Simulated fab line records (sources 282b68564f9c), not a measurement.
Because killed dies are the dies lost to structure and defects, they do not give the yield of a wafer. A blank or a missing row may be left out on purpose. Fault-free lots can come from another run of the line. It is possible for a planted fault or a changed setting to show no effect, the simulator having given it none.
fab line records	flow ritCmos
record lots=14	wafers=42	lastDay=8
route steps=202 shown ACTIVE@15 PWELL@47 PLDD@123 M1@199
lots that met no fault: taken from a fault-free run of the same line
startH: hours from the record's opening day to when the first of the lot's shown wafers began	waitH: hours from the lot's prior step to this one	" identical to the entry in the row above	L1.1+2: a row that stands for several wafers	- no value, or no start given	* or withheld: withheld	< > ~ a bound
route shown NAME@n: names a module that has steps shown in the file, with the first one's number in the route	usual: mean/standard deviation of fault-free wafers	same: alike in all rows	chamber/n: place in a boat	sites: the reading at each site	_std_site: standard deviation across them	_edge_site: outer sites' mean less inner sites'	radiusMm: how far each site lies from the wafer's centre	mask NAME#n: copy n	behind: the last tool/chamber to shape the wafer	hold: why the lot went on hold/how many hours it stayed there/how the hold came to an end	device: which transistor (n, p or np) failed to switch	end of line: tests run on the same wafers once the route is complete	a step given without rows: its recipe and nothing more	killed: at the first sort, the dies lost to defects and structure; wafer yield is something else	map: per-die view of a wafer (x killed, . not killed, _ where there is no die)
set.NAME: the setting that was run; set.NAME@STEP: the one run at that earlier step	model.NAME: the simulator's own value behind a step, which no gauge read
route steps across a sampled set of lots; one table per step, one row per wafer
services: from which hour (startH, from the record's first day; less than 0 if before it) a tool's chamber was out of use, for how many hours, and why
## steps
# step RIT_ACTIVE_STRIP_14
# recipe chemistry=O2	timeS=180	resist=NOVOLAK	platenTempC=withheld	powerW=500	pressureMtorr=4000	o2FlowSccm=4000
# usual drypumpMotorCurrentA=5.4/0.33	rfReflPowerW=7.7/1.3
lot.wafer	tool	chamber	startH	waitH	drypumpMotorCurrentA	rfHoursCounterH	rfReflPowerW
L730.3	plasmaAsher-01	1	15.95	0.1	5.1	-	9.8
L730.4	"	0	"	"	5.7	-	5.6
L730.5	"	0	"	"	5.7	-	5.5
L732.2	plasmaAsher-04	1	24.97	0.1	5.4	36	8.3
L732.3	"	0	"	"	5.0	-	8.1
L732.5	"	1	"	"	5.4	-	8.3
L733.1	plasmaAsher-04	0	31.86	0.1	5.0	37	8.2
L733.2	"	1	"	"	5.5	37	8.4
L733.6	"	1	"	"	5.5	-	8.3
L734.2	plasmaAsher-04	0	34.87	0.1	5.0	37	8.3
L734.3	"	0	"	"	5.0	-	7.7
L734.5	"	1	"	"	5.4	-	8.6
L735.3	plasmaAsher-02	1	41.54	0.1	5.5	-	6.2
L735.4	"	0	"	"	6.1	-	6.5
L735.6	"	0	"	"	6.1	-	6.5
L736.2	plasmaAsher-04	1	44.97	0.1	5.4	39	8.4
L736.4	"	1	"	"	5.5	-	8.2
L736.5	"	0	"	"	5.0	-	8.0
L738.1	plasmaAsher-04	0	56.44	0.1	5.0	40	7.8
L738.4	"	0	"	"	5.0	-	8.1
L738.5	"	0	"	"	5.0	-	7.8
L741.2	plasmaAsher-04	0	69.97	0.1	5.0	43	8.1
L741.5	"	0	"	"	5.0	-	8.2
L741.6	"	1	"	"	5.5	-	8.2
L743.3	plasmaAsher-04	1	80.03	0.1	5.4	-	8.5
L743.4	"	0	"	"	5.0	-	8.4
L743.6	"	0	"	"	5.1	-	8.6
L744.2	plasmaAsher-04	1	85.19	0.1	5.4	45	8.0
L744.5	"	0	"	"	5.0	-	8.4
L744.6	"	1	"	"	5.4	-	8.5
L745.2	plasmaAsher-04	1	89.97	0.1	5.4	45	8.6
L745.3	"	1	"	"	5.4	-	8.4
L745.5	"	0	"	"	5.0	-	7.9
L749.2	plasmaAsher-01	0	110.05	0.1	5.7	49	5.4
L749.4	"	1	"	"	5.1	-	9.6
L749.5	"	0	"	"	5.7	-	5.7
L751.1	plasmaAsher-02	0	119.84	0.1	6.1	0	6.8
L751.2	"	1	"	"	5.5	0	6.0
L751.5	"	1	"	"	5.5	-	5.9
L752.1	plasmaAsher-02	0	124.97	0.1	6.1	1	6.6
L752.2	"	1	"	"	5.5	1	5.5
L752.6	"	1	"	"	5.5	-	5.8
# step RIT_PWELL_IMPLANT_08
# recipe species=B	energyKev=167	doseCm2=7e+13	tiltDeg=7
# usual doseIonsCm2=7e+13/7e+10	faradayCurrentUA=222/4.8
lot.wafer	tool	chamber	startH	waitH	doseIonsCm2	faradayCurrentUA
L730.3	implanter-04	0	23.51	0.2	7.012e+13	218
L730.4	"	0	"	"	7.001e+13	228
L730.5	"	0	"	"	7.007e+13	229
L732.2	implanter-02	0	35.02	0.2	6.997e+13	223
L732.3	"	0	"	"	6.999e+13	228
L732.5	"	0	"	"	6.992e+13	222
L733.1	implanter-02	0	40.36	0.2	7.008e+13	226
L733.2	"	0	"	"	7.002e+13	224
L733.6	"	0	"	"	6.995e+13	224
L734.2	implanter-04	0	43.81	0.2	6.999e+13	225
L734.3	"	0	"	"	7e+13	224
L734.5	"	0	"	"	6.996e+13	222
L735.3	implanter-02	0	49.38	0.2	6.997e+13	233
L735.4	"	0	"	"	7.006e+13	223
L735.6	"	0	"	"	6.998e+13	223
L736.2	implanter-02	0	52.49	0.2	7.003e+13	208
L736.4	"	0	"	"	6.997e+13	207
L736.5	"	0	"	"	6.996e+13	220
L738.1	implanter-02	0	63.90	0.2	6.996e+13	224
L738.4	"	0	"	"	6.993e+13	217
L738.5	"	0	"	"	6.995e+13	223
L741.2	implanter-04	0	77.24	0.2	1.1203e+14	357
L741.5	"	0	"	"	1.1206e+14	357
L741.6	"	0	"	"	1.1207e+14	363
L743.3	implanter-01	0	87.54	0.2	7.011e+13	228
L743.4	"	0	"	"	7.009e+13	220
L743.6	"	0	"	"	7.001e+13	227
L744.2	implanter-04	0	93.13	0.2	1.1183e+14	345
L744.5	"	0	"	"	1.12e+14	369
L744.6	"	0	"	"	1.119e+14	352
L745.2	implanter-01	0	98.64	0.2	6.993e+13	217
L745.3	"	0	"	"	6.992e+13	225
L745.5	"	0	"	"	7.007e+13	222
L749.2	implanter-01	0	117.39	0.2	6.994e+13	216
L749.4	"	0	"	"	7.006e+13	225
L749.5	"	0	"	"	7.013e+13	221
L751.1	implanter-02	0	127.46	0.2	6.995e+13	226
L751.2	"	0	"	"	7.001e+13	226
L751.5	"	0	"	"	7.001e+13	225
L752.1	implanter-02	0	133.96	0.2	7.009e+13	217
L752.2	"	0	"	"	7.003e+13	228
L752.6	"	0	"	"	7.009e+13	217
# step RIT_PWELL_TW_MEAS_10
# usual PWELL_TW=953/5.8
lot.wafer	tool	chamber	startH	waitH	hold	PWELL_TW
L730.3	filmMetro-02	-	23.80	0.1	-	949
L730.4	"	-	"	"	-	958
L730.5	"	-	"	"	-	950
L732.2	filmMetro-02	-	35.33	0.1	-	957
L732.3	"	-	"	"	-	957
L732.5	"	-	"	"	-	952
L733.1	filmMetro-03	-	40.69	0.1	-	952
L733.2	"	-	"	"	-	951
L733.6	"	-	"	"	-	956
L734.2	filmMetro-03	-	44.12	0.1	-	950
L734.3	"	-	"	"	-	949
L734.5	"	-	"	"	-	954
L735.3	filmMetro-01	-	49.68	0.1	-	959
L735.4	"	-	"	"	-	960
L735.6	"	-	"	"	-	962
L736.2	filmMetro-02	-	52.80	0.1	-	950
L736.4	"	-	"	"	-	950
L736.5	"	-	"	"	-	953
L738.1	filmMetro-03	-	64.23	0.1	-	946
L738.4	"	-	"	"	-	946
L738.5	"	-	"	"	-	947
L741.2	filmMetro-02	-	77.55	0.1	awaitDispo/0.2h/release	1103
L741.5	"	-	"	"	awaitDispo/0.2h/release	1112
L741.6	"	-	"	"	awaitDispo/0.2h/release	1104
L741.2	filmMetro-02	-	77.78	0.2	-	1110
L741.5	"	-	"	"	-	1106
L741.6	"	-	"	"	-	1113
L743.3	filmMetro-03	-	87.83	0.1	-	948
L743.4	"	-	"	"	-	943
L743.6	"	-	"	"	-	942
L744.2	filmMetro-03	-	93.44	0.1	awaitDispo/0.2h/release	1095
L744.5	"	-	"	"	awaitDispo/0.2h/release	1100
L744.6	"	-	"	"	awaitDispo/0.2h/release	1093
L744.2	filmMetro-03	-	93.66	0.2	-	1098
L744.5	"	-	"	"	-	1099
L744.6	"	-	"	"	-	1096
L745.2	filmMetro-01	-	98.95	0.1	-	954
L745.3	"	-	"	"	-	955
L745.5	"	-	"	"	-	952
L749.2	filmMetro-03	-	117.70	0.1	-	948
L749.4	"	-	"	"	-	957
L749.5	"	-	"	"	-	954
L751.1	filmMetro-01	-	127.78	0.1	-	956
L751.2	"	-	"	"	-	960
L751.5	"	-	"	"	-	962
L752.1	filmMetro-02	-	134.29	0.1	-	953
L752.2	"	-	"	"	-	957
L752.6	"	-	"	"	-	956
# step RIT_WELLDRIVE_RS_MEAS_02
# recipe thkMeasGauge=four-point-probe
# usual PWELL_RS=430.5/1.1
lot.wafer	tool	chamber	startH	waitH	hold	PWELL_RS[ohm/sq]
L730.3	filmMetro-02	-	30.40	0.1	-	430.9
L730.4	"	-	"	"	-	430.6
L730.5	"	-	"	"	-	430.9
L732.2	filmMetro-02	-	40.77	0.1	-	428.7
L732.3	"	-	"	"	-	428.5
L732.5	"	-	"	"	-	429.8
L733.1	filmMetro-01	-	45.95	0.1	-	431.2
L733.2	"	-	"	"	-	431.1
L733.6	"	-	"	"	-	430.9
L734.2	filmMetro-03	-	49.40	0.1	-	431.4
L734.3	"	-	"	"	-	430.6
L734.5	"	-	"	"	-	430.8
L735.3	filmMetro-02	-	54.96	0.1	-	432.4
L735.4	"	-	"	"	-	430.4
L735.6	"	-	"	"	-	430.8
L736.2	filmMetro-02	-	58.07	0.1	-	431.2
L736.4	"	-	"	"	-	431.2
L736.5	"	-	"	"	-	429.8
L738.1	filmMetro-02	-	69.49	0.1	-	431.4
L738.4	"	-	"	"	-	429.6
L738.5	"	-	"	"	-	429.7
L741.2	filmMetro-02	-	84.67	0.2	awaitDispo/0.2h/release	321.6
L741.5	"	-	"	"	awaitDispo/0.2h/release	321.6
L741.6	"	-	"	"	awaitDispo/0.2h/release	321.8
L741.2	filmMetro-02	-	84.95	0.3	-	321.8
L741.5	"	-	"	"	-	322.0
L741.6	"	-	"	"	-	322.0
L743.3	filmMetro-01	-	93.12	0.1	-	431.4
L743.4	"	-	"	"	-	431.2
L743.6	"	-	"	"	-	432.1
L744.2	filmMetro-02	-	100.01	0.1	awaitDispo/0.2h/release	322.2
L744.5	"	-	"	"	awaitDispo/0.2h/release	321.9
L744.6	"	-	"	"	awaitDispo/0.2h/release	323.4
L744.2	filmMetro-02	-	100.30	0.3	-	322.5
L744.5	"	-	"	"	-	322.5
L744.6	"	-	"	"	-	322.6
L745.2	filmMetro-02	-	104.22	0.1	-	430.9
L745.3	"	-	"	"	-	430.3
L745.5	"	-	"	"	-	430.9
L749.2	filmMetro-02	-	124.04	0.1	-	430.4
L749.4	"	-	"	"	-	430.8
L749.5	"	-	"	"	-	429.5
L751.1	filmMetro-02	-	133.05	0.1	-	429.8
L751.2	"	-	"	"	-	430.5
L751.5	"	-	"	"	-	429.1
L752.1	filmMetro-02	-	139.55	0.1	-	430.3
L752.2	"	-	"	"	-	429.4
L752.6	"	-	"	"	-	430.5
# step RIT_PLDD_STRIP_09
# recipe chemistry=O2	timeS=180	resist=NOVOLAK	platenTempC=withheld	powerW=500	pressureMtorr=4000	o2FlowSccm=4000
# usual drypumpMotorCurrentA=5.4/0.33	rfReflPowerW=7.5/1.2
lot.wafer	tool	chamber	startH	waitH	drypumpMotorCurrentA	rfHoursCounterH	rfReflPowerW
L730.3	plasmaAsher-04	1	46.70	0.1	5.4	-	8.4
L730.4	"	0	"	"	5.0	-	8.1
L730.5	"	0	"	"	5.0	-	7.7
L732.2	plasmaAsher-04	1	59.24	0.1	5.4	41	8.2
L732.3	"	1	"	"	5.4	-	8.5
L732.5	"	0	"	"	5.0	-	8.6
L733.1	plasmaAsher-04	0	60.36	0.1	5.1	41	7.7
L733.2	"	1	"	"	5.5	41	8.3
L733.6	"	0	"	"	5.0	-	7.9
L734.2	plasmaAsher-03	1	68.70	0.1	6.0	23	7.3
L734.3	"	0	"	"	5.6	-	5.7
L734.5	"	0	"	"	5.6	-	5.8
L735.3	plasmaAsher-01	0	69.79	0.1	5.7	-	5.4
L735.4	"	1	"	"	5.1	-	9.8
L735.6	"	0	"	"	5.7	-	5.6
L736.2	plasmaAsher-03	0	73.09	0.1	5.6	23	5.6
L736.4	"	1	"	"	5.9	-	6.9
L736.5	"	0	"	"	5.6	-	5.7
L738.1	plasmaAsher-04	1	83.81	0.1	5.4	45	8.4
L738.4	"	1	"	"	5.4	-	8.3
L738.5	"	0	"	"	5.1	-	8.2
L743.3	plasmaAsher-04	0	109.80	0.1	5.0	-	8.0
L743.4	"	1	"	"	5.5	-	8.4
L743.6	"	0	"	"	5.0	-	8.1
L745.2	plasmaAsher-04	0	118.80	0.1	5.0	49	8.2
L745.3	"	0	"	"	5.0	-	8.1
L745.5	"	1	"	"	5.5	-	8.2
L749.2	plasmaAsher-04	1	138.34	0.1	5.5	51	8.2
L749.4	"	0	"	"	5.0	-	7.6
L749.5	"	0	"	"	5.0	-	7.8
L751.1	plasmaAsher-03	0	148.65	0.1	5.6	32	5.8
L751.2	"	1	"	"	6.0	32	7.7
L751.5	"	1	"	"	6.0	-	7.3
L752.1	plasmaAsher-03	1	165.52	0.1	6.0	33	6.8
L752.2	"	0	"	"	5.6	33	5.7
L752.6	"	0	"	"	5.6	-	6.0
# step RIT_M1_CD_MEAS_90
# recipe targetCdNm=2600
# usual cdNm=2598/3.2
lot.wafer	tool	chamber	startH	waitH	cdNm
L730.3	cdSem-02	-	58.97	0.1	2601
L730.4	"	-	"	"	2604
L730.5	"	-	"	"	2599
L732.2	cdSem-02	-	71.03	0.1	2601
L732.3	"	-	"	"	2601
L732.5	"	-	"	"	2600
L733.1	cdSem-02	-	73.49	0.1	2600
L733.2	"	-	"	"	2598
L733.6	"	-	"	"	2599
L734.2	cdSem-02	-	80.62	0.1	2596
L734.3	"	-	"	"	2597
L734.5	"	-	"	"	2596
L735.3	cdSem-02	-	81.68	0.1	2601
L735.4	"	-	"	"	2602
L735.6	"	-	"	"	2597
L736.2	cdSem-02	-	85.25	0.1	2599
L736.4	"	-	"	"	2599
L736.5	"	-	"	"	2594
L738.1	cdSem-01	-	96.09	0.1	2598
L738.4	"	-	"	"	2600
L738.5	"	-	"	"	2602
L743.3	cdSem-01	-	121.52	0.1	2600
L743.4	"	-	"	"	2599
L743.6	"	-	"	"	2597
L745.2	cdSem-01	-	130.57	0.1	2599
L745.3	"	-	"	"	2594
L745.5	"	-	"	"	2596
L749.2	cdSem-01	-	150.33	0.1	2599
L749.4	"	-	"	"	2603
L749.5	"	-	"	"	2598
L751.1	cdSem-01	-	172.36	0.1	2595
L751.2	"	-	"	"	2590
L751.5	"	-	"	"	2594
L752.1	cdSem-01	-	177.92	0.1	2598
L752.2	"	-	"	"	2594
L752.6	"	-	"	"	2599
# step RIT_M1_PROBE_99
# usual defectLimitedYield=97.3/1.2	killed_at_M0_to_M3=0.0/0.16	killedAtContacts=0.1/0.25	killedAtFrontEnd=7/3.2	killedDies=7/3.2	killedOpen=3.5/2.1	killedShort=3.5/2.1	sort_bin_3_pad_short=0.1/0.21	sort_bin_5_function=1.5/0.8	sort_bin_6_memory=1.0/0.69	sortNPass=257/3.2	sortYieldPct=97.3/1.2
# same grossDies=264	killed_at_M4_up=0	killedAtBackSide=0	killedAtOther=0
lot.wafer	tool	chamber	startH	waitH	defectLimitedYield[%]	killed_at_M0_to_M3	killedAtContacts	killedAtFrontEnd	killedDies	killedOpen	killedShort	sort_bin_3_pad_short[%]	sort_bin_5_function[%]	sort_bin_6_memory[%]	sortNPass	sortYieldPct[%]
L743.3	prober-02	-	123.55	0.2	95.8	0	0	11	11	6	5	0.8	2.7	0.8	253	95.8
L743.4	prober-02	-	123.60	0.2	94.3	1	0	14	15	10	5	0	3.4	2.3	249	94.3
L743.6	prober-02	-	123.70	0.2	96.2	0	0	10	10	5	5	0.4	1.9	1.5	254	96.2
# killed by level:class
L743.3 GATE:geometricParticle:short=3 GATE:geometricParticle:open=2 REOX:geometricParticle:open=2 REOX:geometricParticle:short=2 FOX1:geometricParticle:open=1 SILICIDE:geometricParticle:open=1
L743.4 GATE:geometricParticle:open=3 SPACER:geometricParticle:open=3 GATE:geometricParticle:short=2 REOX:geometricParticle:short=2 FOX1:geometricParticle:open=1 REOX:geometricParticle:open=1 SPACER:geometricParticle:short=1 SILICIDE:geometricParticle:open=1
L743.6 GATE:geometricParticle:short=4 GATE:geometricParticle:open=2 REOX:geometricParticle:open=2 FOX2:geometricParticle:open=1 SPACER:geometricParticle:short=1
## services
tool	chamber	startH	hours	kind
implanter-01	-	10.94	68.4	pm
plasmaAsher-04	-	14.78	0.4	repair
plasmaAsher-03	-	34.16	28.1	pm
implanter-04	-	39.23	2.9	repair
implanter-04	-	58.68	6.9	pm
plasmaAsher-02	-	60.59	2.8	repair
implanter-01	-	90.75	3.0	repair
implanter-04	-	93.50	1.8	repair
implanter-01	-	107.51	4.6	pm
plasmaAsher-02	-	108.92	9.0	pm
plasmaAsher-02	0	108.92	9.0	ventCycle
plasmaAsher-02	1	108.92	9.0	ventCycle
plasmaAsher-02	0	117.92	-	clean
plasmaAsher-02	1	117.92	-	clean
implanter-01	-	132.18	6.3	repair
plasmaAsher-01	-	141.87	0.4	repair
## key
firstSign step=RIT_PWELL_IMPLANT_08	reading=doseIonsCm2	direction=up	sigmas=99+	usual=7e+13	struck=1.1198e+14
effect step=RIT_PWELL_IMPLANT_08	reading=faradayCurrentUA	direction=up	sigmas=28	usual=222	struck=357
effect step=RIT_PWELL_TW_MEAS_10	reading=visit	direction=added
effect step=RIT_PWELL_TW_MEAS_10	reading=PWELL_TW	direction=up	sigmas=26	usual=953	struck=1101
effect step=RIT_WELLDRIVE_RS_MEAS_02	reading=visit	direction=added
effect step=RIT_WELLDRIVE_RS_MEAS_02	reading=PWELL_RS	direction=down	sigmas=99	usual=430.5	struck=322.1
metAt RIT_PWELL_IMPLANT_08
struckLots L741,L744
scrappedBehind RIT_WELLDRIVE_RS_MEAS_02 L741.2,L741.5,L741.6,L744.2,L744.5,L744.6
notActingAt RIT_ACTIVE_STRIP_14,RIT_PLDD_STRIP_09,RIT_M1_CD_MEAS_90
onsetBetween 43.81 77.24
fault kind=processParameterDrift	tool=implanter-04	chamber=-	onsetH=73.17	steps=RIT_PWELL_IMPLANT_08	channel=doseCm2	offset=4.2e+13	shape=step	endH=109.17	actsIn=theseRecipesOnly	stated=7e+13
